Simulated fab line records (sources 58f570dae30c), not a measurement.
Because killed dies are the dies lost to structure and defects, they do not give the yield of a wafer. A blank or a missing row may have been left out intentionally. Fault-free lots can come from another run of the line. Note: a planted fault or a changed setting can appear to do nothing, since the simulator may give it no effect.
fab line records || flow berkeley_cmos170 || part 2 of 2: steps 30 to 40 of 40
record {"lots": 5, "wafers": 15, "last_day": 12}
route steps=331 shown SILICIDE@213 CONTACT@216 M1@238
lots that met no fault: taken from a fault-free run of the same line
start_h: start of the lot's first displayed wafer, in hours after the record's first day || wait_h: hours elapsed since this lot's preceding step || " identical to the entry in the row above || L1.1+2: one row covering several wafers at once || - no value, or no start was given || * or withheld: withheld || < > ~ a bound
route shown NAME@n: names a module that has steps shown in the file, with the first one's number in the route || usual: average and standard deviation across the fault-free wafers || same: alike in all rows || chamber/n: place in a boat || sites: readings site by site || _std_site: how widely they spread, as a standard deviation || _edge_site: the outer-site mean with the inner-site mean subtracted || radius_mm: how far each site lies from the wafer's centre || mask NAME#n: copy n || behind: the most recent tool/chamber to have shaped the wafer || hold: why the lot went on hold/how many hours it stayed there/how the hold came to an end || device: names the non-switching transistor (n, p or np) || end of line: the tests these same wafers got at the end of their route || a step given without rows: its recipe and nothing more || killed: at the first sort, the dies lost to defects and structure; wafer yield is something else || map: the dies of a wafer, with x for killed, . for not killed, _ for no die there
set.NAME: setting as actually run; set.NAME@STEP: the setting as run at that earlier step || model.NAME: the simulator's own value behind a step, which no gauge read
lots at selected steps of the route; one table per step, one row per wafer
services: a tool's chamber out of use, with start hour (start_h, from the record's first day; less than 0 if before it), hours out, and reason
## steps
# step UCB170_M1_COAT_04
# recipe {"resist": "KrF", "spin_rpm": 1500, "resist_thk_nm": 900}
{"lot.wafer": "L079.2+3+6", "tool": "litho_track-04", "chamber": 0, "start_h": "-", "wait_h": "-"}
{"lot.wafer": "L086.2+3+5", "tool": "litho_track-04", "chamber": 0, "start_h": "-", "wait_h": "-"}
{"lot.wafer": "L090.2+3+5", "tool": "litho_track-01", "chamber": 0, "start_h": "-", "wait_h": "-"}
{"lot.wafer": "L089.1+5+6", "tool": "litho_track-01", "chamber": 0, "start_h": "-", "wait_h": "-"}
{"lot.wafer": "L095.3+5+6", "tool": "litho_track-01", "chamber": 0, "start_h": "-", "wait_h": "-"}
# step UCB170_M1_SOFTBAKE_05
# recipe {"resist": "KrF", "temp_c": 130, "time_s": 60}
{"lot.wafer": "L079.2+3+6", "tool": "litho_track-04", "chamber": 0, "start_h": "-", "wait_h": "-"}
{"lot.wafer": "L086.2+3+5", "tool": "litho_track-04", "chamber": 0, "start_h": "-", "wait_h": "-"}
{"lot.wafer": "L090.2+3+5", "tool": "litho_track-01", "chamber": 0, "start_h": "-", "wait_h": "-"}
{"lot.wafer": "L089.1+5+6", "tool": "litho_track-01", "chamber": 0, "start_h": "-", "wait_h": "-"}
{"lot.wafer": "L095.3+5+6", "tool": "litho_track-01", "chamber": 0, "start_h": "-", "wait_h": "-"}
# step UCB170_M1_EXPOSE_06
# recipe {"mask_id": "METAL1", "target_cd_nm": 700, "na": 0.5, "sigma_outer": 0.6, "source_shape": "conventional", "dose_mj": 21}
{"lot.wafer": "L079.2+3+6", "tool": "krf_scanner-01", "chamber": 0, "start_h": 194.58, "wait_h": "-", "mask": "METAL1#0"}
{"lot.wafer": "L086.2+3+5", "tool": "krf_scanner-02", "chamber": 0, "start_h": 227.29, "wait_h": "-", "mask": "METAL1#0"}
{"lot.wafer": "L090.2+3+5", "tool": "krf_scanner-01", "chamber": 0, "start_h": 241.47, "wait_h": "-", "mask": "METAL1#0"}
{"lot.wafer": "L089.1+5+6", "tool": "krf_scanner-01", "chamber": 0, "start_h": 243.77, "wait_h": "-", "mask": "METAL1#0"}
{"lot.wafer": "L095.3+5+6", "tool": "krf_scanner-02", "chamber": 0, "start_h": 278.80, "wait_h": "-", "mask": "METAL1#0"}
# step UCB170_M1_PEB_07
# recipe {"peb_temp_c": 130, "peb_time_s": "withheld", "resist": "KrF"}
{"lot.wafer": "L079.2+3+6", "tool": "litho_track-04", "chamber": 0, "start_h": 194.70, "wait_h": 0.1}
{"lot.wafer": "L086.2+3+5", "tool": "litho_track-01", "chamber": 0, "start_h": 227.41, "wait_h": 0.1}
{"lot.wafer": "L090.2+3+5", "tool": "litho_track-02", "chamber": 0, "start_h": 242.42, "wait_h": 0.9}
{"lot.wafer": "L089.1+5+6", "tool": "litho_track-02", "chamber": 0, "start_h": 244.22, "wait_h": 0.4}
{"lot.wafer": "L095.3+5+6", "tool": "litho_track-01", "chamber": 0, "start_h": 279.23, "wait_h": 0.4}
# step UCB170_M1_DEVELOP_08
# recipe {"developer": "TMAH", "develop_time_s": 45, "resist": "KrF", "dev_temp_c": 21}
{"lot.wafer": "L079.2+3+6", "tool": "litho_track-04", "chamber": 0, "start_h": "-", "wait_h": "-"}
{"lot.wafer": "L086.2+3+5", "tool": "litho_track-01", "chamber": 0, "start_h": "-", "wait_h": "-"}
{"lot.wafer": "L090.2+3+5", "tool": "litho_track-02", "chamber": 0, "start_h": "-", "wait_h": "-"}
{"lot.wafer": "L089.1+5+6", "tool": "litho_track-02", "chamber": 0, "start_h": "-", "wait_h": "-"}
{"lot.wafer": "L095.3+5+6", "tool": "litho_track-01", "chamber": 0, "start_h": "-", "wait_h": "-"}
# step UCB170_M1_CD_MEAS_09
# recipe {"target_cd_nm": 700}
# usual {"cd_nm": "699.7/1.4"}
{"lot.wafer": "L079.2", "tool": "cd_sem-01", "chamber": "-", "start_h": 194.97, "wait_h": "-", "cd_nm": 698.7}
{"lot.wafer": "L079.3", "tool": "cd_sem-01", "chamber": "-", "start_h": 194.97, "wait_h": "-", "cd_nm": 696.0}
{"lot.wafer": "L079.6", "tool": "cd_sem-01", "chamber": "-", "start_h": 194.97, "wait_h": "-", "cd_nm": 696.8}
{"lot.wafer": "L086.2", "tool": "cd_sem-01", "chamber": "-", "start_h": 227.68, "wait_h": "-", "cd_nm": 702.4}
{"lot.wafer": "L086.3", "tool": "cd_sem-01", "chamber": "-", "start_h": 227.68, "wait_h": "-", "cd_nm": 701.6}
{"lot.wafer": "L086.5", "tool": "cd_sem-01", "chamber": "-", "start_h": 227.68, "wait_h": "-", "cd_nm": 702.2}
{"lot.wafer": "L090.2", "tool": "cd_sem-02", "chamber": "-", "start_h": 242.69, "wait_h": "-", "cd_nm": 699.5}
{"lot.wafer": "L090.3", "tool": "cd_sem-02", "chamber": "-", "start_h": 242.69, "wait_h": "-", "cd_nm": 698.5}
{"lot.wafer": "L090.5", "tool": "cd_sem-02", "chamber": "-", "start_h": 242.69, "wait_h": "-", "cd_nm": 697.9}
{"lot.wafer": "L089.1", "tool": "cd_sem-02", "chamber": "-", "start_h": 244.49, "wait_h": "-", "cd_nm": 698.8}
{"lot.wafer": "L089.5", "tool": "cd_sem-02", "chamber": "-", "start_h": 244.49, "wait_h": "-", "cd_nm": 698.0}
{"lot.wafer": "L089.6", "tool": "cd_sem-02", "chamber": "-", "start_h": 244.49, "wait_h": "-", "cd_nm": 698.8}
{"lot.wafer": "L095.3", "tool": "cd_sem-01", "chamber": "-", "start_h": 279.50, "wait_h": "-", "cd_nm": 701.0}
{"lot.wafer": "L095.5", "tool": "cd_sem-01", "chamber": "-", "start_h": 279.50, "wait_h": "-", "cd_nm": 700.0}
{"lot.wafer": "L095.6", "tool": "cd_sem-01", "chamber": "-", "start_h": 279.50, "wait_h": "-", "cd_nm": 699.8}
# step UCB170_M1_OVL_MEAS_10
# usual {"M1_OVL": "1/4.8"}
{"lot.wafer": "L079.2", "tool": "overlay-01", "chamber": "-", "start_h": 195.08, "wait_h": 0.1, "M1_OVL[nm]": 5}
{"lot.wafer": "L079.3", "tool": "overlay-01", "chamber": "-", "start_h": 195.08, "wait_h": 0.1, "M1_OVL[nm]": -3}
{"lot.wafer": "L079.6", "tool": "overlay-01", "chamber": "-", "start_h": 195.08, "wait_h": 0.1, "M1_OVL[nm]": 5}
{"lot.wafer": "L086.2", "tool": "overlay-01", "chamber": "-", "start_h": 227.79, "wait_h": 0.1, "M1_OVL[nm]": 6}
{"lot.wafer": "L086.3", "tool": "overlay-01", "chamber": "-", "start_h": 227.79, "wait_h": 0.1, "M1_OVL[nm]": 12}
{"lot.wafer": "L086.5", "tool": "overlay-01", "chamber": "-", "start_h": 227.79, "wait_h": 0.1, "M1_OVL[nm]": 8}
{"lot.wafer": "L090.2", "tool": "overlay-01", "chamber": "-", "start_h": 242.80, "wait_h": 0.1, "M1_OVL[nm]": 1}
{"lot.wafer": "L090.3", "tool": "overlay-01", "chamber": "-", "start_h": 242.80, "wait_h": 0.1, "M1_OVL[nm]": -1}
{"lot.wafer": "L090.5", "tool": "overlay-01", "chamber": "-", "start_h": 242.80, "wait_h": 0.1, "M1_OVL[nm]": 2}
{"lot.wafer": "L089.1", "tool": "overlay-02", "chamber": "-", "start_h": 244.61, "wait_h": 0.1, "M1_OVL[nm]": -8}
{"lot.wafer": "L089.5", "tool": "overlay-02", "chamber": "-", "start_h": 244.61, "wait_h": 0.1, "M1_OVL[nm]": -3}
{"lot.wafer": "L089.6", "tool": "overlay-02", "chamber": "-", "start_h": 244.61, "wait_h": 0.1, "M1_OVL[nm]": -10}
{"lot.wafer": "L095.3", "tool": "overlay-01", "chamber": "-", "start_h": 279.59, "wait_h": 0.1, "M1_OVL[nm]": 2}
{"lot.wafer": "L095.5", "tool": "overlay-01", "chamber": "-", "start_h": 279.59, "wait_h": 0.1, "M1_OVL[nm]": 4}
{"lot.wafer": "L095.6", "tool": "overlay-01", "chamber": "-", "start_h": 279.59, "wait_h": 0.1, "M1_OVL[nm]": 5}
# step UCB170_M1_ETCH_11
# recipe {"chemistry": "N2/H2", "target_depth_a": "withheld", "overetch_a": "withheld", "target": "BARC", "time_s": "withheld", "source_w": 500, "bias_w": 100, "pressure_mtorr": 30, "n2_flow_sccm": 100, "h2_flow_sccm": 200}
# usual {"drypump_motor_current_A": "5.8/0.38", "oes_product_au": "1.000/0.018", "throttle_valve_pct": "13.35/0.18"}
{"lot.wafer": "L079.2", "tool": "rie_diel-04", "chamber": 3, "start_h": 195.11, "wait_h": 0.0, "drypump_motor_current_A": 5.8, "oes_product_au": 0.997, "throttle_valve_pct": 13.02}
{"lot.wafer": "L079.3", "tool": "rie_diel-04", "chamber": 0, "start_h": 195.11, "wait_h": 0.0, "drypump_motor_current_A": 5.8, "oes_product_au": 1.004, "throttle_valve_pct": 13.37}
{"lot.wafer": "L079.6", "tool": "rie_diel-04", "chamber": 3, "start_h": 195.11, "wait_h": 0.0, "drypump_motor_current_A": 5.8, "oes_product_au": 0.993, "throttle_valve_pct": 13.02}
{"lot.wafer": "L086.2", "tool": "rie_diel-04", "chamber": 3, "start_h": 227.82, "wait_h": 0.0, "drypump_motor_current_A": 5.8, "oes_product_au": 0.985, "throttle_valve_pct": 13.03}
{"lot.wafer": "L086.3", "tool": "rie_diel-04", "chamber": 0, "start_h": 227.82, "wait_h": 0.0, "drypump_motor_current_A": 5.8, "oes_product_au": 1.005, "throttle_valve_pct": 13.36}
{"lot.wafer": "L086.5", "tool": "rie_diel-04", "chamber": 1, "start_h": 227.82, "wait_h": 0.0, "drypump_motor_current_A": 5.4, "oes_product_au": 0.991, "throttle_valve_pct": 13.22}
{"lot.wafer": "L090.2", "tool": "rie_diel-02", "chamber": 3, "start_h": 242.83, "wait_h": 0.0, "drypump_motor_current_A": 5.6, "oes_product_au": 1.030, "throttle_valve_pct": 13.31}
{"lot.wafer": "L090.3", "tool": "rie_diel-02", "chamber": 2, "start_h": 242.83, "wait_h": 0.0, "drypump_motor_current_A": 5.6, "oes_product_au": 0.990, "throttle_valve_pct": 13.34}
{"lot.wafer": "L090.5", "tool": "rie_diel-02", "chamber": 2, "start_h": 242.83, "wait_h": 0.0, "drypump_motor_current_A": 5.6, "oes_product_au": 0.986, "throttle_valve_pct": 13.34}
{"lot.wafer": "L089.1", "tool": "rie_diel-04", "chamber": 0, "start_h": 244.65, "wait_h": 0.0, "drypump_motor_current_A": 5.8, "oes_product_au": 1.006, "throttle_valve_pct": 13.37}
{"lot.wafer": "L089.5", "tool": "rie_diel-04", "chamber": 2, "start_h": 244.65, "wait_h": 0.0, "drypump_motor_current_A": 6.4, "oes_product_au": 1.043, "throttle_valve_pct": 13.40}
{"lot.wafer": "L089.6", "tool": "rie_diel-04", "chamber": 3, "start_h": 244.65, "wait_h": 0.0, "drypump_motor_current_A": 5.8, "oes_product_au": 0.997, "throttle_valve_pct": 13.03}
{"lot.wafer": "L095.3", "tool": "rie_diel-01", "chamber": 0, "start_h": 279.62, "wait_h": 0.0, "drypump_motor_current_A": 5.1, "oes_product_au": 0.988, "throttle_valve_pct": 13.43}
{"lot.wafer": "L095.5", "tool": "rie_diel-01", "chamber": 2, "start_h": 279.62, "wait_h": 0.0, "drypump_motor_current_A": 6.3, "oes_product_au": 1.000, "throttle_valve_pct": 13.31}
{"lot.wafer": "L095.6", "tool": "rie_diel-01", "chamber": 3, "start_h": 279.62, "wait_h": 0.0, "drypump_motor_current_A": 5.5, "oes_product_au": 0.970, "throttle_valve_pct": 13.47}
# step UCB170_M1_METAL_ETCH_12
# recipe {"chemistry": "Cl2/BCl3", "target": "Al", "stop_on": "PSG", "pressure_mtorr": 12, "target_depth_a": 7800, "over_etch_frac": 0.3, "time_s": 130, "icp_w": 600, "bias_w": 120, "Cl2_flow_sccm": 90, "bcl3_flow_sccm": 45}
# usual {"drypump_motor_current_A": "5.4/0.57", "he_backside_leak_sccm": "3.33/0.18", "oes_product_au": "0.858/0.012", "throttle_valve_pct": "24.41/0.17"}
{"lot.wafer": "L079.2", "tool": "rie_metal-03", "chamber": 0, "start_h": 195.15, "wait_h": "-", "drypump_motor_current_A": 5.2, "he_backside_leak_sccm": 3.26, "oes_product_au": 0.845, "rf_hours_counter_h": 11, "throttle_valve_pct": 24.32}
{"lot.wafer": "L079.3", "tool": "rie_metal-03", "chamber": 1, "start_h": 195.15, "wait_h": "-", "drypump_motor_current_A": 5.6, "he_backside_leak_sccm": 3.64, "oes_product_au": 0.884, "rf_hours_counter_h": "-", "throttle_valve_pct": 24.48}
{"lot.wafer": "L079.6", "tool": "rie_metal-03", "chamber": 0, "start_h": 195.15, "wait_h": "-", "drypump_motor_current_A": 5.2, "he_backside_leak_sccm": 3.26, "oes_product_au": 0.858, "rf_hours_counter_h": "-", "throttle_valve_pct": 24.34}
{"lot.wafer": "L086.2", "tool": "rie_metal-03", "chamber": 0, "start_h": 227.86, "wait_h": "-", "drypump_motor_current_A": 5.2, "he_backside_leak_sccm": 3.26, "oes_product_au": 0.852, "rf_hours_counter_h": 12, "throttle_valve_pct": 24.34}
{"lot.wafer": "L086.3", "tool": "rie_metal-03", "chamber": 0, "start_h": 227.86, "wait_h": "-", "drypump_motor_current_A": 5.2, "he_backside_leak_sccm": 3.32, "oes_product_au": 0.850, "rf_hours_counter_h": "-", "throttle_valve_pct": 24.32}
{"lot.wafer": "L086.5", "tool": "rie_metal-03", "chamber": 1, "start_h": 227.86, "wait_h": "-", "drypump_motor_current_A": 5.7, "he_backside_leak_sccm": 3.52, "oes_product_au": 0.888, "rf_hours_counter_h": "-", "throttle_valve_pct": 24.47}
{"lot.wafer": "L090.2", "tool": "rie_metal-03", "chamber": 0, "start_h": 242.87, "wait_h": "-", "drypump_motor_current_A": 5.2, "he_backside_leak_sccm": 3.22, "oes_product_au": 0.851, "rf_hours_counter_h": 12, "throttle_valve_pct": 24.36}
{"lot.wafer": "L090.3", "tool": "rie_metal-03", "chamber": 1, "start_h": 242.87, "wait_h": "-", "drypump_motor_current_A": 5.6, "he_backside_leak_sccm": 3.52, "oes_product_au": 0.865, "rf_hours_counter_h": "-", "throttle_valve_pct": 24.50}
{"lot.wafer": "L090.5", "tool": "rie_metal-03", "chamber": 1, "start_h": 242.87, "wait_h": "-", "drypump_motor_current_A": 5.7, "he_backside_leak_sccm": 3.43, "oes_product_au": 0.864, "rf_hours_counter_h": "-", "throttle_valve_pct": 24.48}
{"lot.wafer": "L089.1", "tool": "rie_metal-01", "chamber": 1, "start_h": 244.69, "wait_h": "-", "drypump_motor_current_A": 4.7, "he_backside_leak_sccm": 3.40, "oes_product_au": 0.862, "rf_hours_counter_h": 9, "throttle_valve_pct": 24.09}
{"lot.wafer": "L089.5", "tool": "rie_metal-01", "chamber": 0, "start_h": 244.69, "wait_h": "-", "drypump_motor_current_A": 4.7, "he_backside_leak_sccm": 3.22, "oes_product_au": 0.848, "rf_hours_counter_h": "-", "throttle_valve_pct": 24.55}
{"lot.wafer": "L089.6", "tool": "rie_metal-01", "chamber": 1, "start_h": 244.69, "wait_h": "-", "drypump_motor_current_A": 4.7, "he_backside_leak_sccm": 3.34, "oes_product_au": 0.852, "rf_hours_counter_h": "-", "throttle_valve_pct": 24.07}
{"lot.wafer": "L095.3", "tool": "rie_metal-02", "chamber": 0, "start_h": 279.70, "wait_h": "-", "drypump_motor_current_A": 6.4, "he_backside_leak_sccm": 3.36, "oes_product_au": 0.862, "rf_hours_counter_h": "-", "throttle_valve_pct": 24.55}
{"lot.wafer": "L095.5", "tool": "rie_metal-02", "chamber": 0, "start_h": 279.70, "wait_h": "-", "drypump_motor_current_A": 6.4, "he_backside_leak_sccm": 3.48, "oes_product_au": 0.862, "rf_hours_counter_h": "-", "throttle_valve_pct": 24.52}
{"lot.wafer": "L095.6", "tool": "rie_metal-02", "chamber": 1, "start_h": 279.70, "wait_h": "-", "drypump_motor_current_A": 5.7, "he_backside_leak_sccm": 2.90, "oes_product_au": 0.863, "rf_hours_counter_h": "-", "throttle_valve_pct": 24.48}
# step UCB170_M1_STRIP_13
# recipe {"chemistry": "O2", "power_w": 400, "pressure_mtorr": 3500, "platen_temp_c": "withheld", "o2_flow_sccm": 400, "overash_fraction": 0.5}
# usual {"drypump_motor_current_A": "5.7/0.46", "oes_product_au": "0.720/0.0044"}
{"lot.wafer": "L079.2", "tool": "plasma_asher-04", "chamber": 1, "start_h": 195.28, "wait_h": 0.1, "drypump_motor_current_A": 6.2, "oes_product_au": 0.725, "rf_hours_counter_h": 46}
{"lot.wafer": "L079.3", "tool": "plasma_asher-04", "chamber": 0, "start_h": 195.28, "wait_h": 0.1, "drypump_motor_current_A": 5.3, "oes_product_au": 0.720, "rf_hours_counter_h": "-"}
{"lot.wafer": "L079.6", "tool": "plasma_asher-04", "chamber": 1, "start_h": 195.28, "wait_h": 0.1, "drypump_motor_current_A": 6.2, "oes_product_au": 0.720, "rf_hours_counter_h": "-"}
{"lot.wafer": "L086.2", "tool": "plasma_asher-01", "chamber": 1, "start_h": 227.99, "wait_h": 0.1, "drypump_motor_current_A": 5.4, "oes_product_au": 0.722, "rf_hours_counter_h": 50}
{"lot.wafer": "L086.3", "tool": "plasma_asher-01", "chamber": 0, "start_h": 227.99, "wait_h": 0.1, "drypump_motor_current_A": 5.5, "oes_product_au": 0.719, "rf_hours_counter_h": "-"}
{"lot.wafer": "L086.5", "tool": "plasma_asher-01", "chamber": 1, "start_h": 227.99, "wait_h": 0.1, "drypump_motor_current_A": 5.4, "oes_product_au": 0.711, "rf_hours_counter_h": "-"}
{"lot.wafer": "L090.2", "tool": "plasma_asher-04", "chamber": 1, "start_h": 243.00, "wait_h": 0.1, "drypump_motor_current_A": 6.2, "oes_product_au": 0.715, "rf_hours_counter_h": 52}
{"lot.wafer": "L090.3", "tool": "plasma_asher-04", "chamber": 1, "start_h": 243.00, "wait_h": 0.1, "drypump_motor_current_A": 6.2, "oes_product_au": 0.716, "rf_hours_counter_h": "-"}
{"lot.wafer": "L090.5", "tool": "plasma_asher-04", "chamber": 1, "start_h": 243.00, "wait_h": 0.1, "drypump_motor_current_A": 6.2, "oes_product_au": 0.717, "rf_hours_counter_h": "-"}
{"lot.wafer": "L089.1", "tool": "plasma_asher-04", "chamber": 0, "start_h": 244.83, "wait_h": 0.1, "drypump_motor_current_A": 5.3, "oes_product_au": 0.724, "rf_hours_counter_h": 52}
{"lot.wafer": "L089.5", "tool": "plasma_asher-04", "chamber": 0, "start_h": 244.83, "wait_h": 0.1, "drypump_motor_current_A": 5.3, "oes_product_au": 0.718, "rf_hours_counter_h": "-"}
{"lot.wafer": "L089.6", "tool": "plasma_asher-04", "chamber": 1, "start_h": 244.83, "wait_h": 0.1, "drypump_motor_current_A": 6.2, "oes_product_au": 0.722, "rf_hours_counter_h": "-"}
{"lot.wafer": "L095.3", "tool": "plasma_asher-02", "chamber": 1, "start_h": 279.83, "wait_h": 0.1, "drypump_motor_current_A": 6.4, "oes_product_au": 0.724, "rf_hours_counter_h": "-"}
{"lot.wafer": "L095.5", "tool": "plasma_asher-02", "chamber": 1, "start_h": 279.83, "wait_h": 0.1, "drypump_motor_current_A": 6.4, "oes_product_au": 0.727, "rf_hours_counter_h": "-"}
{"lot.wafer": "L095.6", "tool": "plasma_asher-02", "chamber": 0, "start_h": 279.83, "wait_h": 0.1, "drypump_motor_current_A": 5.2, "oes_product_au": 0.715, "rf_hours_counter_h": "-"}
# step UCB170_M1_CD_MEAS_90
# recipe {"target_cd_nm": 700}
# usual {"cd_nm": "700.0/2.3"}
{"lot.wafer": "L079.2", "tool": "cd_sem-02", "chamber": "-", "start_h": 195.40, "wait_h": 0.1, "cd_nm": 700.2}
{"lot.wafer": "L079.3", "tool": "cd_sem-02", "chamber": "-", "start_h": 195.40, "wait_h": 0.1, "cd_nm": 696.0}
{"lot.wafer": "L079.6", "tool": "cd_sem-02", "chamber": "-", "start_h": 195.40, "wait_h": 0.1, "cd_nm": 699.7}
{"lot.wafer": "L086.2", "tool": "cd_sem-01", "chamber": "-", "start_h": 228.11, "wait_h": 0.1, "cd_nm": 705.2}
{"lot.wafer": "L086.3", "tool": "cd_sem-01", "chamber": "-", "start_h": 228.11, "wait_h": 0.1, "cd_nm": 705.5}
{"lot.wafer": "L086.5", "tool": "cd_sem-01", "chamber": "-", "start_h": 228.11, "wait_h": 0.1, "cd_nm": 703.5}
{"lot.wafer": "L090.2", "tool": "cd_sem-02", "chamber": "-", "start_h": 243.13, "wait_h": 0.1, "cd_nm": 700.9}
{"lot.wafer": "L090.3", "tool": "cd_sem-02", "chamber": "-", "start_h": 243.13, "wait_h": 0.1, "cd_nm": 698.6}
{"lot.wafer": "L090.5", "tool": "cd_sem-02", "chamber": "-", "start_h": 243.13, "wait_h": 0.1, "cd_nm": 696.8}
{"lot.wafer": "L089.1", "tool": "cd_sem-01", "chamber": "-", "start_h": 244.93, "wait_h": 0.1, "cd_nm": 695.6}
{"lot.wafer": "L089.5", "tool": "cd_sem-01", "chamber": "-", "start_h": 244.93, "wait_h": 0.1, "cd_nm": 695.4}
{"lot.wafer": "L089.6", "tool": "cd_sem-01", "chamber": "-", "start_h": 244.93, "wait_h": 0.1, "cd_nm": 694.6}
{"lot.wafer": "L095.3", "tool": "cd_sem-02", "chamber": "-", "start_h": 279.93, "wait_h": 0.1, "cd_nm": 701.2}
{"lot.wafer": "L095.5", "tool": "cd_sem-02", "chamber": "-", "start_h": 279.93, "wait_h": 0.1, "cd_nm": 698.6}
{"lot.wafer": "L095.6", "tool": "cd_sem-02", "chamber": "-", "start_h": 279.93, "wait_h": 0.1, "cd_nm": 699.8}
## services
{"tool": "plasma_asher-04", "chamber": "-", "start_h": 166.23, "hours": 1.9, "kind": "repair"}
{"tool": "lpcvd-01", "chamber": "-", "start_h": 167.54, "hours": 6.0, "kind": "pm"}
{"tool": "rie_metal-01", "chamber": "-", "start_h": 170.21, "hours": 2.8, "kind": "pm"}
{"tool": "rie_diel-04", "chamber": 1, "start_h": 170.55, "hours": 3.2, "kind": "repair"}
{"tool": "krf_scanner-01", "chamber": "-", "start_h": 170.76, "hours": 1.0, "kind": "pm"}
{"tool": "wet_bench-02", "chamber": "-", "start_h": 179.47, "hours": 7.3, "kind": "repair"}
{"tool": "krf_scanner-02", "chamber": "-", "start_h": 180.18, "hours": 4.4, "kind": "pm"}
{"tool": "pvd_sputter-01", "chamber": "-", "start_h": 196.51, "hours": 5.1, "kind": "repair"}
{"tool": "krf_scanner-01", "chamber": "-", "start_h": 200.02, "hours": 0.7, "kind": "repair"}
{"tool": "rie_diel-03", "chamber": 2, "start_h": 213.75, "hours": "-", "kind": "clean"}
{"tool": "plasma_asher-03", "chamber": "-", "start_h": 220.29, "hours": 0.3, "kind": "repair"}
{"tool": "rie_diel-01", "chamber": "-", "start_h": 223.76, "hours": 14.6, "kind": "pm"}
{"tool": "rie_diel-03", "chamber": 0, "start_h": 224.10, "hours": 11.4, "kind": "repair"}
{"tool": "rie_diel-01", "chamber": "-", "start_h": 238.51, "hours": 13.1, "kind": "repair"}
{"tool": "rie_diel-02", "chamber": 0, "start_h": 240.58, "hours": 19.1, "kind": "repair"}
{"tool": "rie_diel-01", "chamber": 3, "start_h": 242.60, "hours": 17.1, "kind": "repair"}
{"tool": "krf_scanner-01", "chamber": "-", "start_h": 244.11, "hours": 0.8, "kind": "pm"}
{"tool": "plasma_asher-04", "chamber": "-", "start_h": 247.78, "hours": 1.3, "kind": "repair"}
{"tool": "rie_diel-04", "chamber": 1, "start_h": 253.29, "hours": 6.0, "kind": "repair"}
{"tool": "krf_scanner-02", "chamber": "-", "start_h": 260.72, "hours": 1.0, "kind": "pm"}
{"tool": "krf_scanner-02", "chamber": "-", "start_h": 266.56, "hours": 0.8, "kind": "pm"}
{"tool": "krf_scanner-02", "chamber": "-", "start_h": 269.99, "hours": 1.3, "kind": "pm"}
{"tool": "lpcvd-01", "chamber": "-", "start_h": 272.66, "hours": 2.8, "kind": "pm"}
{"tool": "krf_scanner-01", "chamber": "-", "start_h": 278.52, "hours": 16.2, "kind": "repair"}
